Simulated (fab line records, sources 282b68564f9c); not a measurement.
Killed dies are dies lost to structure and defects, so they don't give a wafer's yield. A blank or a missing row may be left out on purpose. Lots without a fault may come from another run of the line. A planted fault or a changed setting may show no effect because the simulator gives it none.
fab line records | flow rit_cmos
record lots=6 wafers=18 last_day=6
route steps=202 shown PLDD@116 SPACER@125 NSD@131 PSD@142 SDANNEAL@153 SILICIDE@161 M1@202
lots that met no fault: from a run of the same line without faults
start_h: hours from the record's first day to the start of the lot's first wafer shown | wait_h: hours since the lot's step before | " the same as in the row above | L1.1+2: a row that stands for several wafers | - no value, or no start given | * or withheld: withheld | < > ~ a bound
route shown NAME@n: a module of which the file shows steps, and the number in the route of the first | usual: mean/standard deviation of fault-free wafers | same: alike in all rows | chamber/n: place in a boat | sites: the reading at each site | _std_site: their standard deviation | _edge_site: outer sites' mean less inner sites' | radius_mm: how far each site lies from the wafer's centre | mask NAME#n: copy n | behind: the tool/chamber that last shaped the wafer | hold: why the lot was held/for how many hours/how that ended | device: the transistor (n, p or np) that didn't switch | end of line: the same wafers' tests at the end of the route | a step without rows: its recipe alone | killed: dies lost to structure and defects at the first sort, not the wafer's yield | map: a wafer's dies, x killed, . not, _ none there
set.NAME: the setting as run; set.NAME@STEP: as run at that earlier step | model.NAME: the simulator's own value behind a step, which no gauge read
lots at some steps of the route; a table a step, a row a wafer
services: from which hour (start_h, from the record's first day; less than 0 if before it) a tool's chamber was out of use, for how many hours, and why
## steps
# step RIT_PLDD_SOFTBAKE_02
# recipe resist=NOVOLAK temp_c=90 time_s=60
# step RIT_PLDD_EXPOSE_03
# recipe mask_id=M8 na=0.57 target_cd_nm=40900 dose_mj=250
# step RIT_PLDD_PEB_04
# recipe resist=NOVOLAK temp_c=withheld time_s=withheld
# step RIT_PLDD_DEVELOP_05
# recipe resist=NOVOLAK develop_time_s=50 dev_temp_c=23
# step RIT_PLDD_OVL_MEAS_06
# usual PLDD_OVL=1.1/1.4
# columns lot.wafer tool chamber start_h wait_h PLDD_OVL[nm]
L863.1 overlay-01 - 68.74 - 0.5
L863.3 " - " " -1.2
L863.5 " - " " -1.0
L864.1 overlay-02 - 74.91 - 2.6
L864.2 " - " " 0.8
L864.4 " - " " 3.9
L868.1 overlay-02 - 94.09 - 0.1
L868.3 " - " " 0.5
L868.4 " - " " 2.0
L869.2 overlay-01 - 99.68 - 0.1
L869.3 " - " " 0.7
L869.6 " - " " -1.0
L873.3 overlay-01 - 121.20 - -0.1
L873.4 " - " " -0.2
L873.6 " - " " 0.6
L877.1 overlay-02 - 137.71 - 0.3
L877.3 " - " " 0.6
L877.4 " - " " 0.1
# step RIT_PLDD_HARDBAKE_07
# recipe resist=NOVOLAK temp_c=140 time_s=60
# step RIT_PLDD_IMPLANT_08
# recipe species=BF2 energy_kev=20 dose_cm2=9e+14 tilt_deg=7
# step RIT_PLDD_STRIP_09
# recipe chemistry=O2 time_s=180 resist=NOVOLAK platen_temp_c=withheld power_w=500 pressure_mtorr=4000 o2_flow_sccm=4000
# usual drypump_motor_current_A=5.7/0.58
# same time_s=180
# columns lot.wafer tool chamber start_h wait_h drypump_motor_current_A rf_hours_counter_h
L863.1 plasma_asher-03 0 69.08 0.1 6.4 43
L863.3 " 1 " " 6.7 -
L863.5 " 0 " " 6.4 -
L864.1 plasma_asher-02 1 75.24 0.1 5.7 43
L864.2 " 0 " " 5.8 43
L864.4 " 1 " " 5.7 -
L868.1 plasma_asher-04 1 94.43 0.1 4.9 46
L868.3 " 1 " " 4.9 -
L868.4 " 0 " " 5.4 -
L869.2 plasma_asher-02 0 100.04 0.1 5.8 46
L869.3 " 0 " " 5.8 -
L869.6 " 1 " " 5.7 -
L873.3 plasma_asher-02 0 121.58 0.1 5.8 -
L873.4 " 1 " " 5.7 -
L873.6 " 0 " " 5.8 -
L877.1 plasma_asher-04 0 138.04 0.1 5.4 52
L877.3 " 1 " " 4.9 -
L877.4 " 0 " " 5.4 -
# step RIT_PLDD_TW_MEAS_10
# usual PLDD_TW=2312/14
# columns lot.wafer tool chamber start_h wait_h PLDD_TW
L863.1 film_metro-02 - 69.26 0.1 2336
L863.3 " - " " 2338
L863.5 " - " " 2345
L864.1 film_metro-02 - 75.42 0.1 2325
L864.2 " - " " 2319
L864.4 " - " " 2331
L868.1 film_metro-03 - 94.60 0.1 2321
L868.3 " - " " 2304
L868.4 " - " " 2315
L869.2 film_metro-04 - 100.22 0.1 2304
L869.3 " - " " 2319
L869.6 " - " " 2328
L873.3 film_metro-03 - 121.72 0.1 2304
L873.4 " - " " 2297
L873.6 " - " " 2288
L877.1 film_metro-03 - 138.22 0.1 2289
L877.3 " - " " 2295
L877.4 " - " " 2309
# step RIT_SPACER_CLEAN_00
# recipe chemistry=SC1 mix=3:3:50 time_s=600 temp_c=75
# step RIT_SPACER_CLEAN_01
# recipe chemistry=dHF dilution=50:1 time_s=28.53
# step RIT_SPACER_CLEAN_02
# recipe chemistry=SC2 mix=3:3:50 time_s=600 temp_c=75 dry=n2_spin
# step RIT_SPACER_CVD_03
# recipe material=Si3N4 target_thk_nm=250 temp_c=810 precursor=SiH2Cl2/NH3 time_s=3300 pressure_mtorr=300 sih2cl2_flow_sccm=60 nh3_flow_sccm=150
# usual spike_tc_centre_C=812.7/1.1 spike_tc_source_C=835.1/2.3 zone_power_load_pct=22.1/1.3
# columns lot.wafer tool chamber start_h wait_h spike_tc_centre_C spike_tc_source_C zone_power_load_pct model.Si3N4_of_SPACER_CVD_03.thk_nm
L863.1 lpcvd-02 1 69.72 0.0 812.3 837.1 23.3 250.4
L863.3 " 1 " " 812.4 836.6 22.9 246.6
L863.5 " 1 " " 813.1 837.0 23.0 246.7
L864.1 lpcvd-01 1 75.88 0.0 812.6 833.9 20.7 250
L864.2 " 1 " " 812.4 832.3 20.7 249.2
L864.4 " 1 " " 813.6 833.5 20.9 250.4
L868.1 lpcvd-01 0 95.03 0.0 813.5 836.6 22.8 267.6
L868.3 " 0 " " 811.0 834.9 22.7 265.8
L868.4 " 0 " " 812.4 835.9 22.9 269.7
L869.2 lpcvd-01 1 100.64 0.0 812.2 834.3 20.7 264.9
L869.3 " 1 " " 812.5 832.6 20.6 264.4
L869.6 " 1 " " 811.6 833.1 20.7 265.1
L873.3 lpcvd-02 0 122.13 0.0 814.2 829.2 19.6 249.7
L873.4 " 0 " " 814.1 830.0 19.4 249.8
L873.6 " 0 " " 814.1 829.7 19.6 250
L877.1 lpcvd-02 1 138.65 0.0 813.5 836.4 22.9 248
L877.3 " 1 " " 814.5 837.0 22.8 246.3
L877.4 " 1 " " 814.3 834.8 23.0 245.9
# step RIT_SPACER_THK_MEAS_04
# recipe reads=Si3N4_of_SPACER_CVD_03
# usual SPACER_NITRIDE_THK=249.2/2.5
# columns lot.wafer tool chamber start_h wait_h SPACER_NITRIDE_THK[nm]
L863.1 film_metro-02 - 72.59 0.0 250.5
L863.3 " - " " 246.7
L863.5 " - " " 246.7
L864.1 film_metro-01 - 77.80 0.0 249.9
L864.2 " - " " 249.0
L864.4 " - " " 250.3
L868.1 film_metro-01 - 96.95 0.0 267.6
L868.3 " - " " 266.0
L868.4 " - " " 269.7
L869.2 film_metro-03 - 102.56 0.0 264.9
L869.3 " - " " 264.4
L869.6 " - " " 265.0
L873.3 film_metro-02 - 125.02 0.0 249.6
L873.4 " - " " 250.0
L873.6 " - " " 249.9
L877.1 film_metro-02 - 141.52 0.0 247.8
L877.3 " - " " 246.2
L877.4 " - " " 246.1
# step RIT_SPACER_ETCHBACK_05
# recipe target_depth_a=2500 SF6_flow_sccm=30 CHF3_flow_sccm=30 target=Si3N4 chemistry=SF6/CHF3 pressure_mtorr=40 rf_w=250 time_s=240 stop_on=SiO2
# usual drypump_motor_current_A=5.7/0.4 oes_product_au=0.842/0.013 throttle_valve_pct=10.32/0.14
# same time_s=240
# columns lot.wafer tool chamber start_h wait_h drypump_motor_current_A oes_product_au rf_hours_counter_h throttle_valve_pct model.etch.depth_nm
L863.1 rie_diel-02 1 72.65 0.1 5.5 0.836 64 10.55 250.4
L863.3 " 2 " " 5.7 0.845 51 10.38 246.6
L863.5 " 3 " " 6.2 0.848 - 10.26 246.7
L864.1 rie_diel-04 1 77.86 0.1 5.9 0.842 28 10.05 250
L864.2 " 2 " " 6.0 0.848 37 10.25 249.2
L864.4 " 0 " " 5.7 0.835 121 10.49 250.4
L868.1 rie_diel-03 1 97.01 0.1 5.9 0.886 126 10.46 267.6
L868.3 " 3 " " 5.9 0.862 44 10.34 265.8
L868.4 " 0 " " 5.3 0.923 116 10.42 269.7
L869.2 rie_diel-04 1 102.61 0.0 5.9 0.889 29 10.07 264.9
L869.3 " 0 " " 5.8 0.866 121 10.48 264.4
L869.6 " 2 " " 6.0 0.885 - 10.27 265.1
L873.3 rie_diel-04 0 125.14 0.1 5.8 0.831 - 10.49 249.7
L873.4 " 3 " " 4.9 0.831 - 10.18 249.8
L873.6 " 0 " " 5.7 0.832 - 10.49 250
L877.1 rie_diel-02 2 141.58 0.1 5.6 0.835 52 10.38 248
L877.3 " 1 " " 5.6 0.826 66 10.55 246.3
L877.4 " 0 " " 6.1 0.849 75 10.22 245.9
# step RIT_NSD_HMDS_00
# recipe prime_time_s=60 prime_temp_c=140
# step RIT_NSD_COAT_01
# recipe resist=NOVOLAK spin_rpm=3250 resist_thk_nm=1000
# step RIT_NSD_SOFTBAKE_02
# recipe resist=NOVOLAK temp_c=90 time_s=60
# step RIT_NSD_EXPOSE_03
# recipe mask_id=M9 na=0.57 target_cd_nm=40700 dose_mj=250
# step RIT_NSD_PEB_04
# recipe resist=NOVOLAK temp_c=withheld time_s=withheld
# step RIT_NSD_DEVELOP_05
# recipe resist=NOVOLAK develop_time_s=50 dev_temp_c=23
# step RIT_NSD_OVL_MEAS_06
# usual NSD_OVL=-1.4/1.3
# columns lot.wafer tool chamber start_h wait_h NSD_OVL[nm]
L863.1 overlay-02 - 73.87 - -1.7
L863.3 " - " " -1.7
L863.5 " - " " -2.1
L864.1 overlay-01 - 79.06 - -0.8
L864.2 " - " " -2.6
L864.4 " - " " -1.2
L868.1 overlay-01 - 98.01 - -2.1
L868.3 " - " " -2.1
L868.4 " - " " -1.1
L869.2 overlay-01 - 103.62 - -0.5
L869.3 " - " " 0.5
L869.6 " - " " -1.1
L873.3 overlay-02 - 126.15 - -2.7
L873.4 " - " " 0.6
L873.6 " - " " -1.3
L877.1 overlay-01 - 142.59 - -1.4
L877.3 " - " " -0.8
L877.4 " - " " 0.8
# step RIT_NSD_HARDBAKE_07
# recipe resist=NOVOLAK temp_c=140 time_s=60
# step RIT_NSD_IMPLANT_08
# recipe species=P energy_kev=25 dose_cm2=1e+15 tilt_deg=7
# step RIT_NSD_STRIP_09
# recipe chemistry=O2 time_s=180 resist=NOVOLAK platen_temp_c=withheld power_w=514.7 pressure_mtorr=4000 o2_flow_sccm=4000
# usual drypump_motor_current_A=5.9/0.47
# same time_s=180
# columns lot.wafer tool chamber start_h wait_h drypump_motor_current_A rf_hours_counter_h
L863.1 plasma_asher-03 0 74.21 0.1 6.4 43
L863.3 " 1 " " 6.7 -
L863.5 " 0 " " 6.4 -
L864.1 plasma_asher-02 1 79.40 0.1 5.7 44
L864.2 " 0 " " 5.8 44
L864.4 " 1 " " 5.7 -
L868.1 plasma_asher-02 1 98.34 0.1 5.7 46
L868.3 " 1 " " 5.7 -
L868.4 " 0 " " 5.8 -
L869.2 plasma_asher-01 1 103.95 0.1 5.7 32
L869.3 " 1 " " 5.7 -
L869.6 " 1 " " 5.7 -
L873.3 plasma_asher-03 1 126.53 0.1 6.7 -
L873.4 " 0 " " 6.4 -
L873.6 " 0 " " 6.4 -
L877.1 plasma_asher-03 0 142.92 0.1 6.4 47
L877.3 " 0 " " 6.4 -
L877.4 " 1 " " 6.7 -
# step RIT_NSD_TW_MEAS_10
# usual NSD_TW=3082/23
# columns lot.wafer tool chamber start_h wait_h NSD_TW
L863.1 film_metro-03 - 74.38 0.1 3075
L863.3 " - " " 3072
L863.5 " - " " 3072
L864.1 film_metro-02 - 79.57 0.1 3103
L864.2 " - " " 3075
L864.4 " - " " 3095
L868.1 film_metro-03 - 98.52 0.1 3045
L868.3 " - " " 3053
L868.4 " - " " 3064
L869.2 film_metro-03 - 104.13 0.1 3067
L869.3 " - " " 3064
L869.6 " - " " 3053
L873.3 film_metro-04 - 126.67 0.1 3071
L873.4 " - " " 3064
L873.6 " - " " 3070
L877.1 film_metro-02 - 143.10 0.1 3099
L877.3 " - " " 3093
L877.4 " - " " 3109
# step RIT_PSD_HMDS_00
# recipe prime_time_s=60 prime_temp_c=140
# step RIT_PSD_COAT_01
# recipe resist=NOVOLAK spin_rpm=3191 resist_thk_nm=1000
# step RIT_PSD_SOFTBAKE_02
# recipe resist=NOVOLAK temp_c=90 time_s=60
# step RIT_PSD_EXPOSE_03
# recipe mask_id=M10 na=0.57 target_cd_nm=40900 dose_mj=250
# step RIT_PSD_PEB_04
# recipe resist=NOVOLAK temp_c=withheld time_s=withheld
# step RIT_PSD_DEVELOP_05
# recipe resist=NOVOLAK develop_time_s=50 dev_temp_c=23
# step RIT_PSD_OVL_MEAS_06
# usual PSD_OVL=-0.2/1.2
# columns lot.wafer tool chamber start_h wait_h PSD_OVL[nm]
L863.1 overlay-02 - 75.35 - -0.7
L863.3 " - " " -1.4
L863.5 " - " " -0.9
L864.1 overlay-02 - 80.69 - 0.2
L864.2 " - " " 0.3
L864.4 " - " " -0.5
L868.1 overlay-02 - 99.55 - -0.8
L868.3 " - " " 0.1
L868.4 " - " " 1.0
L869.2 overlay-02 - 105.04 - 0.3
L869.3 " - " " 1.4
L869.6 " - " " 0.4
L873.3 overlay-02 - 127.57 - -0.4
L873.4 " - " " -1.0
L873.6 " - " " -0.9
L877.1 overlay-01 - 144.20 - 0.2
L877.3 " - " " 1.3
L877.4 " - " " -1.1
# step RIT_PSD_HARDBAKE_07
# recipe resist=NOVOLAK temp_c=140 time_s=60
# step RIT_PSD_IMPLANT_08
# recipe species=BF2 energy_kev=27 dose_cm2=5e+15 tilt_deg=7
# step RIT_PSD_STRIP_09
# recipe chemistry=O2 time_s=180 resist=NOVOLAK platen_temp_c=withheld power_w=500 pressure_mtorr=4000 o2_flow_sccm=4000
# usual drypump_motor_current_A=5.6/0.61
# same time_s=180
# columns lot.wafer tool chamber start_h wait_h drypump_motor_current_A rf_hours_counter_h
L863.1 plasma_asher-04 0 75.68 0.1 5.4 44
L863.3 " 1 " " 4.9 -
L863.5 " 1 " " 4.9 -
L864.1 plasma_asher-01 0 81.02 0.1 5.2 29
L864.2 " 1 " " 5.7 29
L864.4 " 1 " " 5.7 -
L868.1 plasma_asher-04 1 99.89 0.1 4.9 46
L868.3 " 0 " " 5.4 -
L868.4 " 1 " " 4.9 -
L869.2 plasma_asher-04 0 105.37 0.1 5.4 47
L869.3 " 1 " " 4.9 -
L869.6 " 1 " " 4.9 -
L873.3 plasma_asher-03 0 127.95 0.1 6.4 -
L873.4 " 1 " " 6.7 -
L873.6 " 1 " " 6.7 -
L877.1 plasma_asher-01 0 144.54 0.1 5.2 37
L877.3 " 1 " " 5.7 -
L877.4 " 0 " " 5.2 -
# step RIT_PSD_TW_MEAS_10
# usual PSD_TW=3380/20
# columns lot.wafer tool chamber start_h wait_h PSD_TW
L863.1 film_metro-04 - 75.86 0.1 3365
L863.3 " - " " 3385
L863.5 " - " " 3368
L864.1 film_metro-03 - 81.20 0.1 3374
L864.2 " - " " 3382
L864.4 " - " " 3360
L868.1 film_metro-02 - 100.06 0.1 3387
L868.3 " - " " 3379
L868.4 " - " " 3387
L869.2 film_metro-04 - 105.56 0.1 3379
L869.3 " - " " 3356
L869.6 " - " " 3382
L873.3 film_metro-02 - 128.09 0.1 3420
L873.4 " - " " 3420
L873.6 " - " " 3417
L877.1 film_metro-04 - 144.71 0.1 3371
L877.3 " - " " 3349
L877.4 " - " " 3384
# step RIT_SDANNEAL_CLEAN_00
# recipe chemistry=SC1 mix=3:3:50 time_s=600 temp_c=75
# step RIT_SDANNEAL_CLEAN_01
# recipe chemistry=dHF dilution=50:1 time_s=30
# step RIT_SDANNEAL_CLEAN_02
# recipe chemistry=SC2 mix=3:3:50 time_s=600 temp_c=75 dry=n2_spin
# step RIT_SDANNEAL_RTA_03
# recipe temp_c=1050 time_s=5 idle_temp_c=600 ramp_up_c_per_s=342 ramp_down_c_per_s=171 cool_to_c=600 ambient=N2
# usual ramp_up_c_per_s=342.00/0.055 wafer_temp_C_max=1053.5/1.2
# same time_s=5
# columns lot.wafer tool chamber start_h wait_h ramp_up_c_per_s wafer_temp_C_max
L863.1 rtp_anneal-02 0 76.34 0.0 341.95 1053.4
L863.3 " 0 " " 342.05 1052.3
L863.5 " 0 " " 341.99 1053.9
L864.1 rtp_anneal-01 0 81.66 0.0 341.92 1053.6
L864.2 " 0 " " 341.99 1052.4
L864.4 " 0 " " 342.03 1053.3
L868.1 rtp_anneal-01 0 100.52 0.0 341.97 1054.4
L868.3 " 0 " " 342.02 1053.7
L868.4 " 0 " " 341.96 1053.9
L869.2 rtp_anneal-02 0 105.98 0.0 342.03 1053.7
L869.3 " 0 " " 341.96 1053.5
L869.6 " 0 " " 342.01 1052.6
L873.3 rtp_anneal-02 0 128.52 0.0 341.88 1053.2
L873.4 " 0 " " 341.99 1053.7
L873.6 " 0 " " 342.05 1053.4
L877.1 rtp_anneal-02 0 145.14 0.0 342.02 1052.9
L877.3 " 0 " " 342.01 1054.9
L877.4 " 0 " " 342.05 1056.5
# step RIT_SDANNEAL_RS_MEAS_04
# recipe thk_meas_gauge=four-point-probe
# usual PSD_RS=115.9/0.3
# columns lot.wafer tool chamber start_h wait_h PSD_RS[ohm/sq]
L863.1 film_metro-03 - 76.39 0.0 115.9
L863.3 " - " " 116.0
L863.5 " - " " 116.2
L864.1 film_metro-04 - 81.71 0.0 115.9
L864.2 " - " " 115.7
L864.4 " - " " 116.2
L868.1 film_metro-02 - 100.58 0.0 115.7
L868.3 " - " " 115.9
L868.4 " - " " 115.9
L869.2 film_metro-03 - 106.05 0.1 115.5
L869.3 " - " " 116.2
L869.6 " - " " 115.5
L873.3 film_metro-04 - 128.59 0.1 116.0
L873.4 " - " " 116.3
L873.6 " - " " 115.7
L877.1 film_metro-04 - 145.20 0.0 115.7
L877.3 " - " " 115.5
L877.4 " - " " 115.8
# step RIT_SILICIDE_WET_ETCH_00
# recipe chemistry=BOE target=SiO2 target_depth_nm=14 time_s=15 dry=n2_spin dilution=10:1 temp_c=21.5
# usual bath_heat_duty_pct=1.7/0.39
# same time_s=15
# columns lot.wafer tool chamber start_h wait_h bath_heat_duty_pct model.Si3N4_of_SPACER_CVD_03.thk_nm
L863.1 wet_bench-01 3 76.87 0.1 2.0 194.7
L863.3 " 3 " " 1.6 191.6
L863.5 " 3 " " 1.8 192.2
L864.1 wet_bench-01 0 82.19 0.1 1.4 194.8
L864.2 " 0 " " 1.2 194.2
L864.4 " 0 " " 1.0 195.4
L868.1 wet_bench-01 3 101.06 0.1 2.3 208
L868.3 " 3 " " 1.2 206.7
L868.4 " 3 " " 1.7 209.9
L869.2 wet_bench-01 0 106.51 0.1 1.4 205.9
L869.3 " 0 " " 2.1 205.9
L869.6 " 0 " " 1.1 206
L873.3 wet_bench-04 3 129.03 0.1 2.0 194.7
L873.4 " 3 " " 1.4 193.8
L873.6 " 3 " " 1.6 194.4
L877.1 wet_bench-03 3 145.68 0.1 1.6 193
L877.3 " 3 " " 1.6 192.1
L877.4 " 3 " " 1.7 191.5
# step RIT_M1_PROBE_99
# usual killed_at_M0_to_M3=0.0/0.16 killed_at_contacts=0.0/0.18 killed_at_front_end=7/3.1 killed_dies=7/3.1 killed_open=3.5/2.1 killed_short=3.5/2
# same gross_dies=264 killed_at_M4_up=0 killed_at_back_side=0 killed_at_other=0
# columns lot.wafer tool chamber start_h wait_h killed_at_M0_to_M3 killed_at_contacts killed_at_front_end killed_dies killed_open killed_short model.etest.nmos_0p15.r_on_ohm_um model.etest.nplus_sal.width_nm model.etest.pplus_sal.width_nm model.etest.pwell_pinched.rs_ohm_sq model.etest.nwell_pinched.rs_ohm_sq model.etest.contact_nplus.end_ohm_um model.etest.diode_nplus_comb.leak_log10_a_cm2 model.etest.diode_pplus_nwell.bv_v
L863.1 prober-02 - 84.26 0.1 0 0 14 14 6 8 1163 3429 3437 459.5 337.4 39.3 -5.098 6.65
L863.3 prober-02 - 84.36 0.2 0 0 3 3 2 1 1167 3420 3439 463.3 337.8 40.28 -5.248 6.645
L863.5 prober-02 - 84.46 0.2 0 0 6 6 3 3 1163 3415 3438 465.2 336.9 38.5 -5.333 6.593
L864.1 prober-01 - 89.05 0.1 0 0 10 10 3 7 1156 3437 3432 456.7 340.6 41.15 -5.187 6.689
L864.2 prober-01 - 89.10 0.1 1 0 7 8 1 6 1171 3426 3432 456 340.4 40.33 -5.073 6.718
L864.4 prober-01 - 89.20 0.2 0 0 13 13 9 4 1155 3404 3415 453.4 337.8 40.79 -5.063 6.689
L868.1 prober-01 - 107.96 0.1 1 0 9 10 5 5 1111 3416 3426 447.2 329.7 39.4 -5.25 6.525
L868.3 prober-01 - 108.06 0.2 0 0 7 7 6 1 1125 3423 3410 446.8 331.2 38.97 -5.342 6.472
L868.4 prober-01 - 108.11 0.2 0 0 4 4 0 4 1126 3401 3389 440.2 331 38.3 -5.292 6.503
L869.2 prober-02 - 113.55 0.1 0 0 9 9 2 7 1182 3413 3423 449.5 330.7 38.65 -5.275 6.454
L869.3 prober-02 - 113.60 0.2 0 1 8 9 4 5 1185 3442 3432 449.4 329.8 39.34 -5.317 6.469
L869.6 prober-02 - 113.75 0.2 0 0 4 4 2 2 1196 3424 3424 458.3 329 39.14 -5.199 6.482
L873.3 prober-02 - 136.53 0.2 0 0 10 10 7 3 1109 3452 3461 466.7 336.9 39.58 -5.023 6.662
L873.4 prober-02 - 136.58 0.2 0 0 13 13 6 7 1141 3479 3489 468.2 341.1 39.54 -5.33 6.796
L873.6 prober-02 - 136.68 0.2 0 0 12 12 3 9 1137 3464 3446 469.9 339.1 39.06 -5.323 6.746
L877.1 prober-02 - 152.61 0.1 0 0 8 8 5 3 1140 3458 3442 454.3 337.9 40.13 -5.102 6.602
L877.3 prober-02 - 152.71 0.2 0 0 7 7 4 3 1112 3425 3440 460.8 335.2 40.49 -5.027 6.586
L877.4 prober-02 - 152.76 0.2 0 0 4 4 3 1 1131 3450 3457 464.9 339.8 39.22 -5.262 6.624
# killed by level:class
L863.1 GATE:geometric_particle:short=4 GATE:geometric_particle:open=3 FOX1:geometric_particle:open=2 SILICIDE:geometric_particle:short=2 FOX1:geometric_particle:short=1 SPACER:geometric_particle:open=1 SPACER:geometric_particle:short=1
L863.3 GATE:geometric_particle:short=1 GATE:geometric_particle:open=1 REOX:geometric_particle:open=1
L863.5 GATE:geometric_particle:short=2 FOX1:geometric_particle:open=1 GATE:geometric_particle:open=1 REOX:geometric_particle:open=1 REOX:geometric_particle:short=1
L864.1 SILICIDE:geometric_particle:short=3 FOX1:geometric_particle:open=2 GATE:geometric_particle:short=2 REOX:geometric_particle:short=2 REOX:geometric_particle:open=1
L864.2 REOX:geometric_particle:short=4 FOX2:geometric_particle:short=1 SPACER:geometric_particle:open=1 SILICIDE:geometric_particle:short=1 M1:coat_microbubble_printed=1
L864.4 GATE:geometric_particle:open=4 REOX:geometric_particle:open=4 GATE:geometric_particle:short=3 REOX:geometric_particle:short=1 SILICIDE:geometric_particle:open=1
L868.1 SPACER:geometric_particle:open=2 FOX1:geometric_particle:open=1 FOX1:geometric_particle:short=1 GATE:geometric_particle:short=1 REOX:geometric_particle:open=1 SPACER:geometric_particle:short=1 SILICIDE:geometric_particle:open=1 SILICIDE:geometric_particle:short=1
L868.3 GATE:geometric_particle:open=4 FOX1:geometric_particle:open=1 GATE:geometric_particle:short=1 SPACER:geometric_particle:open=1
L868.4 GATE:geometric_particle:short=3 SILICIDE:geometric_particle:short=1
L869.2 GATE:geometric_particle:short=3 SPACER:geometric_particle:short=3 GATE:geometric_particle:open=1 REOX:geometric_particle:short=1 SPACER:geometric_particle:open=1
L869.3 GATE:geometric_particle:short=3 FOX1:geometric_particle:short=1 FOX2:geometric_particle:short=1 GATE:geometric_particle:open=1 SPACER:geometric_particle:open=1 SILICIDE:geometric_particle:open=1 CONTACT:geometric_particle:open=1
L869.6 GATE:geometric_particle:open=2 GATE:geometric_particle:short=1 SILICIDE:geometric_particle:short=1
L873.3 GATE:geometric_particle:open=2 REOX:geometric_particle:open=2 SILICIDE:geometric_particle:open=2 FOX1:geometric_particle:short=1 FOX2:geometric_particle:open=1 GATE:geometric_particle:short=1 REOX:geometric_particle:short=1
L873.4 FOX1:geometric_particle:open=5 FOX1:geometric_particle:short=3 SPACER:geometric_particle:short=2 GATE:geometric_particle:open=1 GATE:geometric_particle:short=1 SILICIDE:geometric_particle:short=1
L873.6 FOX1:geometric_particle:short=3 GATE:geometric_particle:short=3 ACTIVE:geometric_particle:short=1 FOX1:geometric_particle:open=1 GATE:geometric_particle:open=1 SPACER:geometric_particle:short=1 SILICIDE:geometric_particle:open=1 SILICIDE:geometric_particle:short=1
L877.1 SPACER:geometric_particle:open=2 FOX1:geometric_particle:open=1 GATE:geometric_particle:open=1 GATE:geometric_particle:short=1 SPACER:geometric_particle:short=1 SILICIDE:geometric_particle:open=1 SILICIDE:geometric_particle:short=1
L877.3 FOX1:geometric_particle:open=2 REOX:geometric_particle:short=2 REOX:geometric_particle:open=1 SPACER:geometric_particle:short=1 SPACER:geometric_particle:open=1
L877.4 FOX1:geometric_particle:open=1 FOX2:geometric_particle:open=1 GATE:geometric_particle:open=1 GATE:geometric_particle:short=1
## services
# columns tool chamber start_h hours kind
plasma_asher-04 - 68.29 2.8 pm
wet_bench-04 - 78.48 3.8 repair
plasma_asher-02 - 91.14 0.5 repair
plasma_asher-03 - 93.48 28.1 pm
plasma_asher-02 - 104.86 3.3 repair
plasma_asher-02 - 105.39 0.4 repair
plasma_asher-02 - 108.81 9.0 pm
plasma_asher-02 0 108.81 9.0 vent_cycle
plasma_asher-02 1 108.81 9.0 vent_cycle
rie_diel-03 0 111.88 6.7 repair
plasma_asher-02 0 117.81 - clean
plasma_asher-02 1 117.81 - clean
rie_diel-04 1 117.84 48.6 repair
rie_diel-04 2 117.98 7.4 repair
rie_diel-04 2 125.64 3.9 repair
rie_diel-03 0 128.77 15.3 repair
wet_bench-03 - 138.21 3.3 repair
plasma_asher-03 - 144.28 5.9 repair
## key
first_sign step=RIT_SPACER_THK_MEAS_04 reading=SPACER_NITRIDE_THK direction=up sigmas=6.9 usual=249.2 struck=266.3
effect step=RIT_SPACER_ETCHBACK_05 reading=oes_product_au direction=up sigmas=3.3 usual=0.842 struck=0.885
model_effect step=RIT_SPACER_CVD_03 value=Si3N4_of_SPACER_CVD_03.thk_nm without=246.1 struck=266.3
model_effect step=RIT_SPACER_ETCHBACK_05 value=etch.depth_nm without=246.1 struck=266.3
model_effect step=RIT_SILICIDE_WET_ETCH_00 value=Si3N4_of_SPACER_CVD_03.thk_nm without=191.3 struck=207.1
model_effect step=RIT_M1_PROBE_99 value=etest.nmos_0p15.r_on_ohm_um without=1213 struck=1154
met_at RIT_SPACER_CVD_03
struck_wafers L868.1,L868.3,L868.4,L869.2,L869.3,L869.6
tester_left_out L868,L869
onset_between 75.88 95.03
fault kind=process_parameter_drift tool=lpcvd-01 chamber=- onset_h=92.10 steps=RIT_SPACER_CVD_03 channel=time_s offset=* shape=step end_h=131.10 acts_in=* stated=*
# tester_left_out: of these lots the tester's yield and bins aren't shown, on N5 and GAA mostly nor the transistor test; their killed dies are dies lost to structure and defects alone, not to doping, threshold or leakage, so they don't give the yield
